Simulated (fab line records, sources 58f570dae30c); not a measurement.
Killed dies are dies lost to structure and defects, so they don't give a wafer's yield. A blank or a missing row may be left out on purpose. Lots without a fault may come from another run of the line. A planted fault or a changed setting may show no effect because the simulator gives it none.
fab line records | flow berkeley_cmos170
record lots=5 wafers=15 last_day=11
route steps=331 shown CONTACT@228 M1@238 V1@254
lots that met no fault: from a run of the same line without faults
start_h: hours from the record's first day to the start of the lot's first wafer shown | wait_h: hours since the lot's step before | " the same as in the row above | L1.1+2: a row that stands for several wafers | - no value, or no start given | * or withheld: withheld | < > ~ a bound
route shown NAME@n: a module of which the file shows steps, and the number in the route of the first | usual: mean/standard deviation of fault-free wafers | same: alike in all rows | chamber/n: place in a boat | sites: the reading at each site | _std_site: their standard deviation | _edge_site: outer sites' mean less inner sites' | radius_mm: how far each site lies from the wafer's centre | mask NAME#n: copy n | behind: the tool/chamber that last shaped the wafer | hold: why the lot was held/for how many hours/how that ended | device: the transistor (n, p or np) that didn't switch | end of line: the same wafers' tests at the end of the route | a step without rows: its recipe alone | killed: dies lost to structure and defects at the first sort, not the wafer's yield | map: a wafer's dies, x killed, . not, _ none there
set.NAME: the setting as run; set.NAME@STEP: as run at that earlier step | model.NAME: the simulator's own value behind a step, which no gauge read
lots at some steps of the route; a table a step, a row a wafer
services: from which hour (start_h, from the record's first day; less than 0 if before it) a tool's chamber was out of use, for how many hours, and why
## steps
# step UCB170_CONTACT_EXPOSE_12
# recipe mask_id=CONT target_cd_nm=700 na=0.5 sigma_outer=0.6 source_shape=conventional dose_mj=35
# columns lot.wafer tool chamber start_h wait_h mask
L075.1+2+3 krf_scanner-01 0 180.12 - CONT#0
L079.3+5+6 krf_scanner-01 0 - - CONT#0
L080.2+5+6 krf_scanner-01 0 199.30 - CONT#0
L084.1+2+5 krf_scanner-01 0 220.03 - CONT#0
L090.2+3+4 krf_scanner-02 0 248.41 - CONT#0
# step UCB170_CONTACT_PEB_13
# recipe peb_temp_c=130 peb_time_s=withheld resist=KrF
# columns lot.wafer tool chamber start_h wait_h
L075.1+2+3 litho_track-04 0 180.72 0.6
L079.3+5+6 litho_track-03 0 - -
L080.2+5+6 litho_track-04 0 200.29 1.0
L084.1+2+5 litho_track-04 0 220.74 0.7
L090.2+3+4 litho_track-03 0 248.58 0.1
# step UCB170_CONTACT_DEVELOP_14
# recipe developer=TMAH develop_time_s=45 resist=KrF dev_temp_c=21
# columns lot.wafer tool chamber start_h wait_h
L075.1+2+3 litho_track-04 0 - -
L079.3+5+6 litho_track-03 0 - -
L080.2+5+6 litho_track-04 0 - -
L084.1+2+5 litho_track-04 0 - -
L090.2+3+4 litho_track-03 0 - -
# step UCB170_CONTACT_CD_MEAS_15
# recipe target_cd_nm=700
# usual cd_nm=699.6/1.2
# columns lot.wafer tool chamber start_h wait_h cd_nm
L075.1 cd_sem-02 - 181.20 - 700.4
L075.2 " - " " 700.3
L075.3 " - " " 701.2
L079.3 cd_sem-02 - 200.37 - 699.5
L079.5 " - " " 699.6
L079.6 " - " " 700.2
L080.2 cd_sem-02 - 200.95 - 700.5
L080.5 " - " " 700.1
L080.6 " - " " 699.5
L084.1 cd_sem-02 - 221.10 - 699.3
L084.2 " - " " 698.1
L084.5 " - " " 698.9
L090.2 cd_sem-01 - 248.85 - 699.5
L090.3 " - " " 699.5
L090.4 " - " " 699.5
# step UCB170_CONTACT_OVL_MEAS_16
# usual CONTACT_OVL=5/5.9
# columns lot.wafer tool chamber start_h wait_h CONTACT_OVL[nm]
L075.1 overlay-01 - 181.32 0.1 9
L075.2 " - " " 17
L075.3 " - " " 9
L079.3 overlay-01 - 200.46 0.1 11
L079.5 " - " " 11
L079.6 " - " " 11
L080.2 overlay-01 - 201.06 0.1 1
L080.5 " - " " -2
L080.6 " - " " -1
L084.1 overlay-01 - 221.22 0.1 11
L084.2 " - " " 6
L084.5 " - " " 8
L090.2 overlay-02 - 248.95 0.1 1
L090.3 " - " " 4
L090.4 " - " " 3
# step UCB170_CONTACT_ETCH_17
# recipe chemistry=N2/H2 target_depth_a=withheld overetch_a=withheld target=BARC time_s=withheld source_w=500 bias_w=100 pressure_mtorr=30 n2_flow_sccm=100 h2_flow_sccm=200
# usual drypump_motor_current_A=5.7/0.35 oes_product_au=0.995/0.023 throttle_valve_pct=13.29/0.16
# columns lot.wafer tool chamber start_h wait_h drypump_motor_current_A oes_product_au throttle_valve_pct
L075.1 rie_diel-04 0 181.35 0.0 5.8 1.012 13.45
L075.2 " 3 " " 5.3 1.001 13.35
L075.3 " 1 " " 5.9 1.009 13.14
L079.3 rie_diel-02 3 200.49 0.0 6.0 1.005 13.14
L079.5 " 1 " " 5.9 1.029 13.42
L079.6 " 2 " " 6.2 0.963 13.41
L080.2 rie_diel-02 1 201.09 0.0 5.9 1.026 13.43
L080.5 " 3 " " 6.0 1.019 13.12
L080.6 " 2 " " 6.2 0.961 13.40
L084.1 rie_diel-01 3 221.26 0.0 5.8 0.971 13.22
L084.2 " 2 " " 6.0 0.940 13.16
L084.5 " 0 " " 5.3 0.979 13.21
L090.2 rie_diel-02 1 248.98 0.0 5.8 1.021 13.43
L090.3 " 2 " " 6.2 0.957 13.41
L090.4 " 3 " " 5.9 1.005 13.14
# step UCB170_CONTACT_ETCH_18
# recipe chemistry=CHF3/CF4/Ar target=PSG stop_on=TiSi2 CHF3_flow_sccm=45 cf4_flow_sccm=15 Ar_flow_sccm=150 pressure_mtorr=200 rf_w=700 target_depth_a=8400 over_etch_frac=0.2 time_s=195
# usual drypump_motor_current_A=5.7/0.35 oes_product_au=0.897/0.019 throttle_valve_pct=6.91/0.11
# same over_etch_frac=0.2
# columns lot.wafer tool chamber start_h wait_h drypump_motor_current_A oes_product_au rf_hours_counter_h throttle_valve_pct
L075.1 rie_diel-04 0 - - 5.8 0.913 6 7.02
L075.2 " 3 " " 5.3 0.902 100 6.90
L075.3 " 1 " " 6.0 0.908 7 6.78
L079.3 rie_diel-02 3 - - 5.9 0.893 102 6.84
L079.5 " 1 " " 5.8 0.920 - 6.98
L079.6 " 2 " " 6.2 0.866 - 6.97
L080.2 rie_diel-02 1 - - 5.8 0.917 5 6.98
L080.5 " 3 " " 5.9 0.894 - 6.83
L080.6 " 2 " " 6.2 0.874 - 6.99
L084.1 rie_diel-01 3 - - 5.8 0.869 29 6.86
L084.2 " 2 " " 6.0 0.880 104 6.89
L084.5 " 0 " " 5.3 0.896 - 6.85
L090.2 rie_diel-02 1 - - 5.8 0.921 7 6.99
L090.3 " 2 " " 6.2 0.880 6 6.99
L090.4 " 3 " " 6.0 0.899 105 6.84
# step UCB170_CONTACT_STRIP_19
# recipe chemistry=O2 power_w=400 pressure_mtorr=3500 platen_temp_c=withheld o2_flow_sccm=400 overash_fraction=0.5
# usual drypump_motor_current_A=6.0/0.34 oes_product_au=0.725/0.0047
# same overash_fraction=0.5
# columns lot.wafer tool chamber start_h wait_h drypump_motor_current_A oes_product_au rf_hours_counter_h
L075.1 plasma_asher-04 1 181.52 - 6.1 0.722 8
L075.2 " 0 " " 6.4 0.726 8
L075.3 " 1 " " 6.1 0.723 -
L079.3 plasma_asher-03 0 200.69 - 6.2 0.721 -
L079.5 " 1 " " 5.4 0.723 -
L079.6 " 0 " " 6.2 0.729 -
L080.2 plasma_asher-03 0 201.25 - 6.1 0.727 40
L080.5 " 0 " " 6.2 0.717 -
L080.6 " 1 " " 5.4 0.722 -
L084.1 plasma_asher-04 0 221.42 - 6.4 0.731 13
L084.2 " 1 " " 6.1 0.718 13
L084.5 " 1 " " 6.1 0.713 -
L090.2 plasma_asher-04 1 249.15 - 6.1 0.716 18
L090.3 " 0 " " 6.4 0.725 -
L090.4 " 1 " " 6.1 0.713 -
# step UCB170_CONTACT_CD_MEAS_90
# recipe target_cd_nm=700
# usual cd_nm=699.5/1.4
# columns lot.wafer tool chamber start_h wait_h cd_nm
L075.1 cd_sem-02 - 182.16 0.6 700.0
L075.2 " - " " 699.5
L075.3 " - " " 701.4
L079.3 cd_sem-02 - 201.09 0.4 698.6
L079.5 " - " " 698.6
L079.6 " - " " 699.2
L080.2 cd_sem-02 - 201.91 0.6 700.3
L080.5 " - " " 700.5
L080.6 " - " " 699.9
L084.1 cd_sem-02 - 221.58 0.1 698.5
L084.2 " - " " 697.3
L084.5 " - " " 698.9
L090.2 cd_sem-01 - 249.28 0.1 699.4
L090.3 " - " " 700.1
L090.4 " - " " 700.3
# step UCB170_CONTACT_CLEAN_20
# recipe chemistry=SPM temp_c=120 time_s=600
# columns lot.wafer tool chamber start_h wait_h
L075.1+2+3 wet_bench-03 0 182.28 0.1
L079.3+5+6 wet_bench-03 3 201.32 0.2
L080.2+5+6 wet_bench-03 3 202.01 0.1
L084.1+2+5 wet_bench-01 2 221.70 0.1
L090.2+3+4 wet_bench-03 2 249.50 0.2
# step UCB170_M1_SPUTTER_00
# recipe material=Al target_thk_nm=600 time_s=80 power_w=6000 chamber_pressure_pa=0.5
# usual throttle_valve_pct=30.4/1
# columns lot.wafer tool chamber start_h wait_h throttle_valve_pct
L075.1 pvd_sputter-03 - 182.45 0.0 31.2
L075.2 " - " " 32.2
L075.3 " - " " 29.3
L079.3 pvd_sputter-02 - 201.49 0.0 30.6
L079.5 " - " " 31.4
L079.6 " - " " 29.9
L080.2 pvd_sputter-03 - 202.19 0.0 31.2
L080.5 " - " " 31.4
L080.6 " - " " 30.9
L084.1 pvd_sputter-02 - 221.88 0.0 29.8
L084.2 " - " " 31.3
L084.5 " - " " 31.7
L090.2 pvd_sputter-01 - 249.67 0.0 29.7
L090.3 " - " " 28.7
L090.4 " - " " 29.2
# step UCB170_M1_RS_MEAS_01
# recipe thk_meas_gauge=four-point-probe reads=Al_of_M1_SPUTTER_00
# usual M1_AL_RS=0.0483/0.0005
# columns lot.wafer tool chamber start_h wait_h M1_AL_RS[ohm/sq]
L075.1 film_metro-03 - 182.51 0.0 0.0480
L075.2 " - " " 0.0485
L075.3 " - " " 0.0483
L079.3 film_metro-02 - 201.59 0.1 0.0487
L079.5 " - " " 0.0483
L079.6 " - " " 0.0482
L080.2 film_metro-03 - 202.27 0.1 0.0484
L080.5 " - " " 0.0487
L080.6 " - " " 0.0485
L084.1 film_metro-01 - 221.94 0.0 0.0482
L084.2 " - " " 0.0485
L084.5 " - " " 0.0483
L090.2 film_metro-02 - 249.75 0.1 0.0476
L090.3 " - " " 0.0479
L090.4 " - " " 0.0477
# step UCB170_M1_THK_MEAS_02
# recipe thk_meas_gauge=xrf reads=Al_of_M1_SPUTTER_00
# usual M1_AL_THK=600/6.6
# columns lot.wafer tool chamber start_h wait_h M1_AL_THK[nm]
L075.1 film_metro-03 - 182.63 0.1 606
L075.2 " - " " 598
L075.3 " - " " 599
L079.3 film_metro-02 - 201.69 0.1 594
L079.5 " - " " 598
L079.6 " - " " 598
L080.2 film_metro-03 - 202.38 0.1 601
L080.5 " - " " 598
L080.6 " - " " 599
L084.1 film_metro-01 - 222.06 0.1 603
L084.2 " - " " 602
L084.5 " - " " 602
L090.2 film_metro-02 - 249.86 0.1 610
L090.3 " - " " 599
L090.4 " - " " 604
# step UCB170_M1_COAT_03
# recipe resist=BARC temp_c=withheld time_s=withheld spin_rpm=3000 resist_thk_nm=withheld
# columns lot.wafer tool chamber start_h wait_h
L075.1+2+3 litho_track-03 0 182.69 0.1
L079.3+5+6 litho_track-04 0 202.49 0.8
L080.2+5+6 litho_track-04 0 203.64 1.3
L084.1+2+5 litho_track-03 0 222.12 0.1
L090.2+3+4 litho_track-04 0 249.94 0.1
# step UCB170_M1_COAT_04
# recipe resist=KrF spin_rpm=1500 resist_thk_nm=900
# columns lot.wafer tool chamber start_h wait_h
L075.1+2+3 litho_track-03 0 - -
L079.3+5+6 litho_track-04 0 - -
L080.2+5+6 litho_track-04 0 - -
L084.1+2+5 litho_track-03 0 - -
L090.2+3+4 litho_track-04 0 - -
# step UCB170_M1_SOFTBAKE_05
# recipe resist=KrF temp_c=130 time_s=60
# columns lot.wafer tool chamber start_h wait_h
L075.1+2+3 litho_track-03 0 - -
L079.3+5+6 litho_track-04 0 - -
L080.2+5+6 litho_track-04 0 - -
L084.1+2+5 litho_track-03 0 - -
L090.2+3+4 litho_track-04 0 - -
# step UCB170_M1_EXPOSE_06
# recipe mask_id=METAL1 target_cd_nm=700 na=0.5 sigma_outer=0.6 source_shape=conventional dose_mj=21
# columns lot.wafer tool chamber start_h wait_h mask
L075.1+2+3 krf_scanner-02 0 183.27 - METAL1#0
L079.3+5+6 krf_scanner-02 0 - - METAL1#0
L080.2+5+6 krf_scanner-02 0 - - METAL1#0
L084.1+2+5 krf_scanner-01 0 222.69 - METAL1#0
L090.2+3+4 krf_scanner-02 0 250.38 - METAL1#0
# step UCB170_M1_PEB_07
# recipe peb_temp_c=130 peb_time_s=withheld resist=KrF
# columns lot.wafer tool chamber start_h wait_h
L075.1+2+3 litho_track-04 0 183.83 0.5
L079.3+5+6 litho_track-03 0 - -
L080.2+5+6 litho_track-02 0 - -
L084.1+2+5 litho_track-04 0 222.81 0.1
L090.2+3+4 litho_track-03 0 250.66 0.3
# step UCB170_M1_DEVELOP_08
# recipe developer=TMAH develop_time_s=45 resist=KrF dev_temp_c=21
# columns lot.wafer tool chamber start_h wait_h
L075.1+2+3 litho_track-04 0 - -
L079.3+5+6 litho_track-03 0 - -
L080.2+5+6 litho_track-02 0 - -
L084.1+2+5 litho_track-04 0 - -
L090.2+3+4 litho_track-03 0 - -
# step UCB170_M1_CD_MEAS_09
# recipe target_cd_nm=700
# usual cd_nm=700.1/1.3
# columns lot.wafer tool chamber start_h wait_h cd_nm
L075.1 cd_sem-02 - 184.11 - 699.5
L075.2 " - " " 699.2
L075.3 " - " " 698.9
L079.3 cd_sem-02 - 206.58 - 701.4
L079.5 " - " " 700.4
L079.6 " - " " 701.1
L080.2 cd_sem-02 - 207.04 - 699.2
L080.5 " - " " 697.8
L080.6 " - " " 697.6
L084.1 cd_sem-01 - 223.09 - 698.5
L084.2 " - " " 698.6
L084.5 " - " " 699.0
L090.2 cd_sem-01 - 251.02 - 700.9
L090.3 " - " " 699.5
L090.4 " - " " 701.4
# step UCB170_M1_OVL_MEAS_10
# usual M1_OVL=-2/6.1
# columns lot.wafer tool chamber start_h wait_h M1_OVL[nm]
L075.1 overlay-01 - 184.23 0.1 -5
L075.2 " - " " -10
L075.3 " - " " -8
L079.3 overlay-01 - 206.68 0.1 2
L079.5 " - " " 6
L079.6 " - " " 9
L080.2 overlay-01 - 207.15 0.1 -6
L080.5 " - " " -3
L080.6 " - " " -3
L084.1 overlay-02 - 223.21 0.1 1
L084.2 " - " " -5
L084.5 " - " " -2
L090.2 overlay-01 - 251.12 0.1 -5
L090.3 " - " " -3
L090.4 " - " " -9
# step UCB170_M1_ETCH_11
# recipe chemistry=N2/H2 target_depth_a=withheld overetch_a=withheld target=BARC time_s=withheld source_w=500 bias_w=100 pressure_mtorr=30 n2_flow_sccm=100 h2_flow_sccm=200
# usual drypump_motor_current_A=5.7/0.46 oes_product_au=1.007/0.018 throttle_valve_pct=13.37/0.16
# columns lot.wafer tool chamber start_h wait_h drypump_motor_current_A oes_product_au throttle_valve_pct
L075.1 rie_diel-02 2 184.27 0.0 6.2 0.966 13.42
L075.2 " 0 " " 5.0 0.980 13.57
L075.3 " 1 " " 5.8 1.034 13.43
L079.3 rie_diel-02 2 206.70 0.0 6.2 0.969 13.40
L079.5 " 3 " " 6.0 1.006 13.14
L079.6 " 0 " " 5.0 0.987 13.55
L080.2 rie_diel-03 3 207.18 0.0 6.5 1.027 13.57
L080.5 " 1 " " 5.5 1.005 13.07
L080.6 " 0 " " 5.1 0.999 13.52
L084.1 rie_diel-04 0 223.24 0.0 5.8 1.013 13.45
L084.2 " 3 " " 5.3 1.005 13.35
L084.5 " 1 " " 6.0 1.019 13.12
L090.2 rie_diel-03 3 251.15 0.0 6.5 1.036 13.53
L090.3 " 2 " " 5.6 1.006 13.26
L090.4 " 0 " " 5.1 0.995 13.49
# step UCB170_M1_METAL_ETCH_12
# recipe chemistry=Cl2/BCl3 target=Al stop_on=PSG pressure_mtorr=12 target_depth_a=7800 over_etch_frac=0.3 time_s=130 icp_w=600 bias_w=120 Cl2_flow_sccm=90 bcl3_flow_sccm=45
# usual drypump_motor_current_A=5.6/0.38 oes_product_au=0.852/0.015 throttle_valve_pct=24.34/0.13
# same over_etch_frac=0.3
# columns lot.wafer tool chamber start_h wait_h drypump_motor_current_A oes_product_au rf_hours_counter_h throttle_valve_pct
L075.1 rie_metal-03 0 184.31 - 5.2 0.839 7 24.27
L075.2 " 1 " " 5.3 0.821 2 24.46
L075.3 " 0 " " 5.2 0.851 - 24.26
L079.3 rie_metal-01 1 206.83 - 5.4 0.867 - 24.33
L079.5 " 1 " " 5.4 0.862 - 24.32
L079.6 " 1 " " 5.4 0.870 - 24.31
L080.2 rie_metal-04 1 207.22 - 6.0 0.860 1 24.13
L080.5 " 1 " " 6.0 0.864 - 24.15
L080.6 " 0 " " 6.2 0.842 - 24.34
L084.1 rie_metal-04 0 223.28 - 6.2 0.848 11 24.34
L084.2 " 1 " " 6.0 0.873 2 24.14
L084.5 " 1 " " 6.0 0.873 - 24.14
L090.2 rie_metal-03 0 251.19 - 5.2 0.853 11 24.26
L090.3 " 0 " " 5.2 0.856 - 24.26
L090.4 " 1 " " 5.3 0.829 - 24.46
# step UCB170_M1_STRIP_13
# recipe chemistry=O2 power_w=400 pressure_mtorr=3500 platen_temp_c=withheld o2_flow_sccm=400 overash_fraction=0.5
# usual drypump_motor_current_A=6.07/0.29 oes_product_au=0.720/0.0046
# same overash_fraction=0.5
# columns lot.wafer tool chamber start_h wait_h drypump_motor_current_A oes_product_au rf_hours_counter_h
L075.1 plasma_asher-03 1 184.44 0.1 5.44 0.717 38
L075.2 " 0 " " 6.13 0.719 38
L075.3 " 0 " " 6.16 0.720 -
L079.3 plasma_asher-03 0 207.04 0.2 6.13 0.714 -
L079.5 " 1 " " 5.43 0.715 -
L079.6 " 0 " " 6.16 0.721 -
L080.2 plasma_asher-01 0 207.35 0.1 6.15 0.722 48
L080.5 " 1 " " 6.13 0.720 -
L080.6 " 0 " " 6.16 0.722 -
L084.1 plasma_asher-04 0 223.42 0.1 6.42 0.719 14
L084.2 " 1 " " 6.08 0.722 14
L084.5 " 1 " " 6.06 0.721 -
L090.2 plasma_asher-01 1 251.33 0.1 6.07 0.722 55
L090.3 " 0 " " 6.14 0.718 -
L090.4 " 1 " " 6.07 0.723 -
# step UCB170_M1_CD_MEAS_90
# recipe target_cd_nm=700
# usual cd_nm=699.8/2.2
# columns lot.wafer tool chamber start_h wait_h cd_nm
L075.1 cd_sem-02 - 184.54 0.1 698.8
L075.2 " - " " 697.9
L075.3 " - " " 699.9
L079.3 cd_sem-02 - 208.02 0.9 703.1
L079.5 " - " " 701.0
L079.6 " - " " 701.0
L080.2 cd_sem-02 - 208.36 1.0 699.6
L080.5 " - " " 699.7
L080.6 " - " " 695.5
L084.1 cd_sem-01 - 223.52 0.1 697.6
L084.2 " - " " 699.7
L084.5 " - " " 701.4
L090.2 cd_sem-02 - 251.45 0.1 697.6
L090.3 " - " " 699.3
L090.4 " - " " 700.3
# step UCB170_M1_ANNEAL_14
# recipe temp_c=400 time_s=1200 ambient=forming_gas
# usual zone_power_centre_pct=15.04/0.16
# columns lot.wafer tool chamber start_h wait_h zone_power_centre_pct
L075.1 furnace-03 0 184.66 0.1 15.27
L075.2 " 0 " " 14.91
L075.3 " 0 " " 14.95
L079.3 furnace-03 0 208.24 0.2 15.24
L079.5 " 0 " " 14.91
L079.6 " 0 " " 14.80
L080.2 furnace-03 0 209.57 1.2 15.15
L080.5 " 0 " " 14.74
L080.6 " 0 " " 15.13
L084.1 furnace-03 0 224.01 0.5 14.75
L084.2 " 0 " " 15.00
L084.5 " 0 " " 14.84
L090.2 furnace-03 0 252.79 1.3 15.09
L090.3 " 0 " " 15.17
L090.4 " 0 " " 14.84
# step UCB170_V1_CVD_00
# recipe material=SiO2 target_thk_nm=2000 temp_c=390 precursor=TEOS/O2 time_s=250 rf_w=550 pressure_mtorr=9000
# usual heater_power_w=239/65
# columns lot.wafer tool chamber start_h wait_h heater_power_w
L075.1 pecvd-04 1 185.99 0.0 245
L075.2 " 2 " " 335
L075.3 " 0 " " 361
L079.3 pecvd-04 1 209.57 0.0 268
L079.5 " 1 " " 200
L079.6 " 0 " " 355
L080.2 pecvd-04 1 210.90 0.0 234
L080.5 " 2 " " 346
L080.6 " 1 " " 292
L084.1 pecvd-01 2 225.34 0.0 216
L084.2 " 0 " " 194
L084.5 " 0 " " 242
L090.2 pecvd-03 2 254.13 0.0 243
L090.3 " 1 " " 209
L090.4 " 2 " " 305
# step UCB170_V1_THK_MEAS_01
# recipe reads=SiO2_of_V1_CVD_00
# usual V1_TEOS_THK=2011/26
# columns lot.wafer tool chamber start_h wait_h V1_TEOS_THK[nm]
L075.1 film_metro-04 - 186.15 0.1 2006
L075.2 " - " " 1984
L075.3 " - " " 1991
L079.3 film_metro-03 - 209.75 0.1 2031
L079.5 " - " " 2069
L079.6 " - " " 2060
L080.2 film_metro-03 - 211.16 0.2 2032
L080.5 " - " " 2043
L080.6 " - " " 2049
L084.1 film_metro-03 - 225.56 0.1 1957
L084.2 " - " " 1971
L084.5 " - " " 2008
L090.2 film_metro-01 - 254.29 0.1 1999
L090.3 " - " " 1959
L090.4 " - " " 2000
# step UCB170_V1_CMP_02
# recipe material=SiO2 down_force_psi=6 platen_rpm=60 pad_velocity_m_s=0.75398
# usual motor_current_A=17.3/1.5 retaining_ring_pressure_frac=1.000/0.0051
# columns lot.wafer tool chamber start_h wait_h motor_current_A retaining_ring_pressure_frac
L075.1 cmp-02 2 186.21 0.1 17.7 1.000
L075.2 " 3 " " 14.6 1.005
L075.3 " 0 " " 21.0 0.997
L079.3 cmp-01 0 209.79 0.0 17.8 0.993
L079.6 " 0 " " 18.0 0.995
L079.5 " 1 " " 18.1 0.992
L080.2 cmp-02 0 211.50 0.3 19.0 0.999
L080.5 " 3 " " 15.4 1.008
L080.6 " 0 " " 19.6 0.994
L084.2 cmp-02 1 225.62 0.0 17.6 0.998
L084.1 " 2 " " 17.3 1.007
L084.5 " 2 " " 18.5 1.007
L090.3 cmp-02 2 254.34 0.0 17.2 1.006
L090.4 " 0 " " 19.5 1.003
L090.2 " 1 " " 16.9 1.005
# step UCB170_V1_BOW_MEAS_03
# recipe mode=bow
# usual V1_BOW=19/7.2
# columns lot.wafer tool chamber start_h wait_h V1_BOW[um]
L075.1 film_metro-04 - 186.51 0.2 20
L075.2 " - " " 21
L075.3 " - " " 25
L079.3 film_metro-01 - 210.13 0.3 24
L079.5 " - " " 20
L079.6 " - " " 30
L080.2 film_metro-01 - 211.77 0.2 18
L080.5 " - " " 0
L080.6 " - " " 19
L084.1 film_metro-03 - 226.04 0.3 21
L084.2 " - " " 15
L084.5 " - " " 15
L090.2 film_metro-01 - 254.66 0.1 18
L090.3 " - " " 8
L090.4 " - " " 8
# step UCB170_V1_THK_MEAS_04
# recipe reads=SiO2_of_V1_CVD_00
# usual V1_POLISHED_THK=1000.4/1.1
# columns lot.wafer tool chamber start_h wait_h V1_POLISHED_THK[nm]
L075.1 film_metro-04 - 186.63 0.1 1001.9
L075.2 " - " " 1001.5
L075.3 " - " " 1001.6
L079.3 film_metro-01 - 210.23 0.1 1001.4
L079.5 " - " " 1000.9
L079.6 " - " " 1001.5
L080.2 film_metro-01 - 211.88 0.1 999.3
L080.5 " - " " 1001.5
L080.6 " - " " 999.6
L084.1 film_metro-03 - 226.16 0.1 998.8
L084.2 " - " " 998.9
L084.5 " - " " 997.5
L090.2 film_metro-01 - 254.77 0.1 1000.2
L090.3 " - " " 999.4
L090.4 " - " " 998.9
# step UCB170_V1_CLEAN_05
# recipe chemistry=DIW
# columns lot.wafer tool chamber start_h wait_h
L075.1+2+3 wet_bench-04 1 186.72 0.1
L079.3+5+6 wet_bench-04 1 210.68 0.4
L080.2+5+6 wet_bench-04 0 212.17 0.3
L084.1+2+5 wet_bench-01 1 227.23 1.1
L090.2+3+4 wet_bench-01 1 254.93 0.1
# step UCB170_V1_HMDS_06
# recipe prime_time_s=60 prime_temp_c=100
# columns lot.wafer tool chamber start_h wait_h
L075.1+2+3 litho_track-02 0 187.17 0.3
L079.3+5+6 litho_track-03 0 210.91 0.1
L080.2+5+6 litho_track-01 0 212.47 0.1
L084.1+2+5 litho_track-02 0 227.62 0.2
L090.2+3+4 litho_track-01 0 255.13 0.0
# step UCB170_V1_COAT_07
# recipe resist=KrF spin_rpm=1500 resist_thk_nm=900
# columns lot.wafer tool chamber start_h wait_h
L075.1+2+3 litho_track-02 0 187.32 0.1
L079.3+5+6 litho_track-03 0 211.06 0.1
L080.2+5+6 litho_track-01 0 212.62 0.1
L084.1+2+5 litho_track-02 0 227.77 0.1
L090.2+3+4 litho_track-01 0 255.28 0.1
# step UCB170_V1_SOFTBAKE_08
# recipe resist=KrF temp_c=130 time_s=60
# columns lot.wafer tool chamber start_h wait_h
L075.1+2+3 litho_track-02 0 187.47 0.1
L079.3+5+6 litho_track-03 0 211.21 0.1
L080.2+5+6 litho_track-01 0 212.77 0.1
L084.1+2+5 litho_track-02 0 227.92 0.1
L090.2+3+4 litho_track-01 0 255.43 0.1
# step UCB170_V1_EXPOSE_09
# recipe mask_id=VIA1 target_cd_nm=700 na=0.5 sigma_outer=0.6 source_shape=conventional dose_mj=37
# columns lot.wafer tool chamber start_h wait_h mask
L075.1+2+3 krf_scanner-02 0 187.62 0.1 VIA1#0
L079.3+5+6 krf_scanner-01 0 211.35 0.1 VIA1#0
L080.2+5+6 krf_scanner-02 0 212.91 0.1 VIA1#0
L084.1+2+5 krf_scanner-01 0 228.26 0.3 VIA1#0
L090.2+3+4 krf_scanner-01 0 255.57 0.1 VIA1#0
# step UCB170_V1_PEB_10
# recipe peb_temp_c=130 peb_time_s=withheld resist=KrF
# columns lot.wafer tool chamber start_h wait_h
L075.1+2+3 litho_track-03 0 188.52 0.9
L079.3+5+6 litho_track-03 0 211.47 0.1
L080.2+5+6 litho_track-03 0 213.29 0.4
L084.1+2+5 litho_track-02 0 229.24 1.0
L090.2+3+4 litho_track-01 0 255.69 0.1
# step UCB170_V1_DEVELOP_11
# recipe developer=TMAH develop_time_s=45 resist=KrF dev_temp_c=21
# columns lot.wafer tool chamber start_h wait_h
L075.1+2+3 litho_track-03 0 - -
L079.3+5+6 litho_track-03 0 - -
L080.2+5+6 litho_track-03 0 - -
L084.1+2+5 litho_track-02 0 - -
L090.2+3+4 litho_track-01 0 - -
# step UCB170_V1_CD_MEAS_12
# recipe target_cd_nm=700
# usual cd_nm=699.6/1.3
# columns lot.wafer tool chamber start_h wait_h cd_nm
L075.1 cd_sem-02 - 188.79 - 698.8
L075.2 " - " " 699.6
L075.3 " - " " 699.5
L079.3 cd_sem-02 - 211.74 - 699.9
L079.5 " - " " 698.8
L079.6 " - " " 698.8
L080.2 cd_sem-02 - 213.56 - 701.0
L080.5 " - " " 698.9
L080.6 " - " " 699.0
L084.1 cd_sem-02 - 229.52 - 701.4
L084.2 " - " " 701.1
L084.5 " - " " 700.9
L090.2 cd_sem-01 - 255.96 - 699.8
L090.3 " - " " 699.2
L090.4 " - " " 700.4
# step UCB170_V1_OVL_MEAS_13
# usual V1_OVL=1/6
# columns lot.wafer tool chamber start_h wait_h V1_OVL[nm]
L075.1 overlay-01 - 188.91 0.1 6
L075.2 " - " " -4
L075.3 " - " " 6
L079.3 overlay-02 - 211.83 0.1 -1
L079.5 " - " " -1
L079.6 " - " " -3
L080.2 overlay-01 - 213.67 0.1 -6
L080.5 " - " " -8
L080.6 " - " " -6
L084.1 overlay-01 - 229.64 0.1 0
L084.2 " - " " -1
L084.5 " - " " -3
L090.2 overlay-01 - 256.07 0.1 2
L090.3 " - " " 14
L090.4 " - " " 14
# step UCB170_V1_ETCH_14
# recipe chemistry=CHF3/CF4/Ar target=SiO2 stop_on=Al CHF3_flow_sccm=45 cf4_flow_sccm=15 Ar_flow_sccm=150 pressure_mtorr=200 rf_w=700 target_depth_a=12500 over_etch_frac=0.25 time_s=291
# usual drypump_motor_current_A=5.7/0.44 oes_product_au=0.872/0.017 throttle_valve_pct=6.95/0.12
# same over_etch_frac=0.25
# columns lot.wafer tool chamber start_h wait_h drypump_motor_current_A oes_product_au rf_hours_counter_h throttle_valve_pct
L075.1 rie_diel-01 1 188.95 0.0 6.0 0.896 40 6.78
L075.2 " 3 " " 5.7 0.861 27 6.90
L075.3 " 2 " " 6.0 0.836 102 6.89
L079.3 rie_diel-02 3 211.86 0.0 5.9 0.875 103 6.87
L079.5 " 2 " " 6.2 0.852 - 7.01
L079.6 " 1 " " 5.8 0.898 - 7.02
L080.2 rie_diel-01 2 213.70 0.0 6.0 0.843 103 6.90
L080.5 " 1 " " 6.0 0.881 - 6.78
L080.6 " 0 " " 5.3 0.870 - 6.91
L084.1 rie_diel-03 2 229.67 0.0 5.6 0.878 49 6.93
L084.2 " 3 " " 6.5 0.887 17 7.13
L084.5 " 0 " " 5.1 0.875 - 7.15
L090.2 rie_diel-02 2 256.10 0.0 6.2 0.854 6 7.01
L090.3 " 0 " " 5.0 0.863 121 7.13
L090.4 " 3 " " 5.9 0.883 105 6.85
## services
# columns tool chamber start_h hours kind
krf_scanner-02 - 163.40 1.1 repair
cmp-02 - 163.85 6.4 pm
rie_diel-02 3 166.73 2.1 repair
rie_metal-04 1 169.23 16.2 repair
plasma_asher-04 - 170.05 0.8 repair
pecvd-04 - 178.75 1.9 repair
rie_diel-04 1 185.27 3.7 repair
rie_diel-04 1 194.67 3.4 repair
cmp-02 - 196.97 1.9 repair
krf_scanner-02 - 199.06 0.4 repair
krf_scanner-01 - 201.11 1.3 pm
pvd_sputter-03 - 205.29 9.6 repair
krf_scanner-02 - 218.83 1.3 pm
plasma_asher-03 - 219.36 12.2 repair
rie_diel-03 2 219.78 1.3 repair
rie_diel-01 2 222.48 21.9 repair
krf_scanner-02 - 222.66 1.0 pm
krf_scanner-01 - 226.36 0.6 repair
krf_scanner-02 - 229.35 4.7 repair
krf_scanner-01 - 230.61 0.3 repair
rie_diel-04 - 240.21 0.5 repair
rie_diel-03 - 245.37 2.8 pm
krf_scanner-01 - 246.54 4.0 pm
rie_diel-04 3 252.77 2.7 repair
## key
fault none
